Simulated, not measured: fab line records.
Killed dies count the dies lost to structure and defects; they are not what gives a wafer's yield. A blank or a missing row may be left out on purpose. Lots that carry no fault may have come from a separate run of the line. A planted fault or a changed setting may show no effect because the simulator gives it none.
Which tool is to blame? :: flow berkeley-cmos170 :: Sampling: 14 lots, 42 wafers, 5 of 331 route steps

WHAT THE GAUGES READ, wafer by wafer
UCB170_ACTIVE_THK_MEAS_06.
lot: L553
measured: day 4 17:55
on: film-metro-02
ACTIVE_NITRIDE_THK (nm): 216.2 216.3 215.3

lot: L551
measured: day 4 17:56
on: film-metro-03
ACTIVE_NITRIDE_THK (nm): 220.7 219.9 219.9

lot: L554
measured: day 5 00:05
on: film-metro-03
ACTIVE_NITRIDE_THK (nm): 220.7 221.5 220.5

lot: L555
measured: day 5 00:05
on: film-metro-01
ACTIVE_NITRIDE_THK (nm): 220.8 221.5 222.8

lot: L557
measured: day 5 20:47
on: film-metro-02
ACTIVE_NITRIDE_THK (nm): 218.9 218.1 218.2

lot: L556
measured: day 5 20:48
on: film-metro-03
ACTIVE_NITRIDE_THK (nm): 219.8 219.0 218.3

lot: L560
measured: day 6 05:32
on: film-metro-01
ACTIVE_NITRIDE_THK (nm): 218.8 218.9 217.4

lot: L559
measured: day 6 05:33
on: film-metro-03
ACTIVE_NITRIDE_THK (nm): 221.8 223.7 222.9

lot: L561
measured: day 7 01:33
on: film-metro-03
ACTIVE_NITRIDE_THK (nm): 218.8 217.3 219.3

lot: L567
measured: day 7 17:24
on: film-metro-02
ACTIVE_NITRIDE_THK (nm): 219.8 217.9 218.6

lot: L569
measured: day 8 05:05
on: film-metro-02
ACTIVE_NITRIDE_THK (nm): 219.3 221.8 220.1

lot: L570
measured: day 8 12:58
on: film-metro-02
ACTIVE_NITRIDE_THK (nm): 221.3 220.2 219.9

lot: L572
measured: day 9 02:59
on: film-metro-03
ACTIVE_NITRIDE_THK (nm): 217.6 216.2 215.5

lot: L574
measured: day 9 13:45
on: film-metro-03
ACTIVE_NITRIDE_THK (nm): 216.9 217.3 217.4

UCB170_NVT_TW_MEAS_09.
lot: L553
measured: day 6 05:38
on: film-metro-02
NVT_TW: 520 524 521

lot: L551
measured: day 6 05:31
on: film-metro-02
NVT_TW: 523 521 520

lot: L554
measured: day 6 15:07
on: film-metro-01
NVT_TW: 532 529 531

lot: L555
measured: day 6 15:07
on: film-metro-04
NVT_TW: 522 520 523

lot: L557
measured: day 7 14:25
on: film-metro-01
NVT_TW: 652 656 655

lot: L556
measured: day 7 14:30
on: film-metro-02
NVT_TW: 522 525 522

lot: L560
measured: day 7 21:13
on: film-metro-01
NVT_TW: 529 526 525

lot: L559
measured: day 7 20:56
on: film-metro-04
NVT_TW: 520 519 521

lot: L561
measured: day 8 19:41
on: film-metro-04
NVT_TW: 527 528 527

lot: L567
measured: day 9 10:30
on: film-metro-01
NVT_TW: 658 657 657

lot: L569
measured: day 9 22:58
on: film-metro-01
NVT_TW: 531 529 527

lot: L570
measured: day 10 05:12
on: film-metro-04
NVT_TW: 523 520 520

lot: L572
measured: day 10 19:25
on: film-metro-02
NVT_TW: 521 520 518

lot: L574
measured: day 11 06:11
on: film-metro-02
NVT_TW: 519 521 524

UCB170_GATE_THK_MEAS_02.
lot: L553
measured: day 6 14:29
on: film-metro-04
GATE_OXIDE_THK (nm): 5.94 5.90 5.87

lot: L551
measured: day 6 14:26
on: film-metro-02
GATE_OXIDE_THK (nm): 6.18 6.14 6.15

lot: L554
measured: day 6 22:35
on: film-metro-04
GATE_OXIDE_THK (nm): 6.31 6.22 6.32

lot: L555
measured: day 6 22:35
on: film-metro-02
GATE_OXIDE_THK (nm): 6.08 6.07 6.23

lot: L557
measured: day 7 21:16
on: film-metro-02
GATE_OXIDE_THK (nm): 5.78 5.95 5.81

lot: L556
measured: day 7 21:17
on: film-metro-04
GATE_OXIDE_THK (nm): 5.79 5.82 5.96

lot: L560
measured: day 8 07:35
on: film-metro-04
GATE_OXIDE_THK (nm): 6.02 6.02 5.86

lot: L559
measured: day 8 07:36
on: film-metro-03
GATE_OXIDE_THK (nm): 5.90 6.00 5.84

lot: L561
measured: day 9 02:34
on: film-metro-03
GATE_OXIDE_THK (nm): 5.97 6.03 6.10

lot: L567
measured: day 9 17:31
on: film-metro-02
GATE_OXIDE_THK (nm): 6.00 6.01 5.91

lot: L569
measured: day 10 06:50
on: film-metro-02
GATE_OXIDE_THK (nm): 6.09 6.10 5.95

lot: L570
measured: day 10 12:09
on: film-metro-03
GATE_OXIDE_THK (nm): 6.21 6.10 6.12

lot: L572
measured: day 11 03:34
on: film-metro-03
GATE_OXIDE_THK (nm): 5.88 6.05 5.81

lot: L574
measured: day 11 14:18
on: film-metro-03
GATE_OXIDE_THK (nm): 6.01 6.12 5.98

TOOL THAT RAN EACH LOT (tool first, then ch and the chambers of the sampled wafers, then the start)
lot: L553
UCB170_ACTIVE_ETCH_15: rie-diel-02 ch 2,3, day 4 19:01
UCB170_NVT_IMPLANT_07: implanter-01 ch 0, day 6 05:24

lot: L551
UCB170_ACTIVE_ETCH_15: rie-diel-03 ch 0,2,3, day 4 19:15
UCB170_NVT_IMPLANT_07: implanter-02 ch 0, day 6 05:18

lot: L554
UCB170_ACTIVE_ETCH_15: rie-diel-04 ch 1,2, day 5 01:28
UCB170_NVT_IMPLANT_07: implanter-01 ch 0, day 6 14:52

lot: L555
UCB170_ACTIVE_ETCH_15: rie-diel-03 ch 0,3, day 5 01:44
UCB170_NVT_IMPLANT_07: implanter-04 ch 0, day 6 14:52

lot: L557
UCB170_ACTIVE_ETCH_15: rie-diel-02 ch 2,3, day 5 22:10
UCB170_NVT_IMPLANT_07: implanter-04 ch 0, day 7 13:52

lot: L556
UCB170_ACTIVE_ETCH_15: rie-diel-03 ch 0,1,3, day 5 21:58
UCB170_NVT_IMPLANT_07: implanter-02 ch 0, day 7 14:17

lot: L560
UCB170_ACTIVE_ETCH_15: rie-diel-03 ch 0,2,3, day 6 07:58
UCB170_NVT_IMPLANT_07: implanter-04 ch 0, day 7 20:58

lot: L559
UCB170_ACTIVE_ETCH_15: rie-diel-02 ch 2,3, day 6 07:42
UCB170_NVT_IMPLANT_07: implanter-02 ch 0, day 7 20:42

lot: L561
UCB170_ACTIVE_ETCH_15: rie-diel-04 ch 0,1,2, day 7 02:57
UCB170_NVT_IMPLANT_07: implanter-04 ch 0, day 8 19:26

lot: L567
UCB170_ACTIVE_ETCH_15: rie-diel-03 ch 0,1,3, day 7 19:23
UCB170_NVT_IMPLANT_07: implanter-04 ch 0, day 9 09:59

lot: L569
UCB170_ACTIVE_ETCH_15: rie-diel-02 ch 0,1,3, day 8 07:02
UCB170_NVT_IMPLANT_07: implanter-02 ch 0, day 9 22:43

lot: L570
UCB170_ACTIVE_ETCH_15: rie-diel-03 ch 0,1,2, day 8 14:39
UCB170_NVT_IMPLANT_07: implanter-02 ch 0, day 10 04:58

lot: L572
UCB170_ACTIVE_ETCH_15: rie-diel-03 ch 1,2, day 9 04:24
UCB170_NVT_IMPLANT_07: implanter-02 ch 0, day 10 19:10

lot: L574
UCB170_ACTIVE_ETCH_15: rie-diel-03 ch 1,2, day 9 15:05
UCB170_NVT_IMPLANT_07: implanter-01 ch 0, day 11 05:57
- UCB170_ACTIVE_ETCH_15: etches Si3N4 in CH3F/Ar/O2, stops on SiO2, target depth 242 nm, time 151 s.
- UCB170_NVT_IMPLANT_07

WHAT THE TOOLS THEMSELVES READ (means of the sampled wafers that have a number; where no wafer has one, the mark that the record gives instead)
UCB170_ACTIVE_ETCH_15.
lot: L553
tool: rie-diel-02
drypump-motor-current-A (A): 5.7
oes-product-au (a.u.): 0.915
throttle-valve-pct (%): 8.22

lot: L551
tool: rie-diel-03
drypump-motor-current-A (A): 5.9
oes-product-au (a.u.): 0.948
throttle-valve-pct (%): 8.04

lot: L554
tool: rie-diel-04
drypump-motor-current-A (A): 5.5
oes-product-au (a.u.): 0.951
throttle-valve-pct (%): 8.03

lot: L555
tool: rie-diel-03
drypump-motor-current-A (A): 6.3
oes-product-au (a.u.): 0.952
throttle-valve-pct (%): 8.18

lot: L557
tool: rie-diel-02
drypump-motor-current-A (A): 5.7
oes-product-au (a.u.): 0.924
throttle-valve-pct (%): 8.23

lot: L556
tool: rie-diel-03
drypump-motor-current-A (A): 6.2
oes-product-au (a.u.): 0.933
throttle-valve-pct (%): 8.18

lot: L560
tool: rie-diel-03
drypump-motor-current-A (A): 5.9
oes-product-au (a.u.): 0.943
throttle-valve-pct (%): 8.04

lot: L559
tool: rie-diel-02
drypump-motor-current-A (A): 5.4
oes-product-au (a.u.): 0.939
throttle-valve-pct (%): 8.25

lot: L561
tool: rie-diel-04
drypump-motor-current-A (A): 5.7
oes-product-au (a.u.): 0.934
throttle-valve-pct (%): 8.04

lot: L567
tool: rie-diel-03
drypump-motor-current-A (A): 6.2
oes-product-au (a.u.): 0.934
throttle-valve-pct (%): 8.18

lot: L569
tool: rie-diel-02
drypump-motor-current-A (A): 6.1
oes-product-au (a.u.): 0.932
throttle-valve-pct (%): 8.02

lot: L570
tool: rie-diel-03
drypump-motor-current-A (A): 5.9
oes-product-au (a.u.): 0.936
throttle-valve-pct (%): 8.03

lot: L572
tool: rie-diel-03
drypump-motor-current-A (A): 6.2
oes-product-au (a.u.): 0.924
throttle-valve-pct (%): 8.12

lot: L574
tool: rie-diel-03
drypump-motor-current-A (A): 5.8
oes-product-au (a.u.): 0.933
throttle-valve-pct (%): 7.97

THE ANSWER, worked out from the rows above alone
Rule: what is usual is taken from the lots themselves. The widest of any qualifying gaps counts: lots, ordered by their means at a reading, are off when they make up no more than a third of the lots, leave a main group of 4 or more, and stand apart from it by 3 or more times the standard deviation of that group's means. Not used: any main group whose means are identical at the precision the tables above print for the reading. Also off: a lot with no number at a reading for which 4 or more lots have one. Where the step has rows for the other lots, those lots are counted as sound. Order of review: gauges by route order, followed by the tools' own readings, for which a lot's mean as printed above is used. The first step at which some lot is off is used, and at that step the reading that is off furthest; a lot without a number counts as furthest.
Off: L557, L567, seen at UCB170_NVT_TW_MEAS_09 (NVT_TW). For the main group the mean is 524 and the standard deviation 3.6.
If a tool, at a process step before that reading, ran all the lots that are off and no sound lot after the first of them, it fits. Those tools and the gauges at UCB170_NVT_TW_MEAS_09 are tried in the same way. None of those tried fits.

WHAT WAS PUT IN BY THE SIMULATOR
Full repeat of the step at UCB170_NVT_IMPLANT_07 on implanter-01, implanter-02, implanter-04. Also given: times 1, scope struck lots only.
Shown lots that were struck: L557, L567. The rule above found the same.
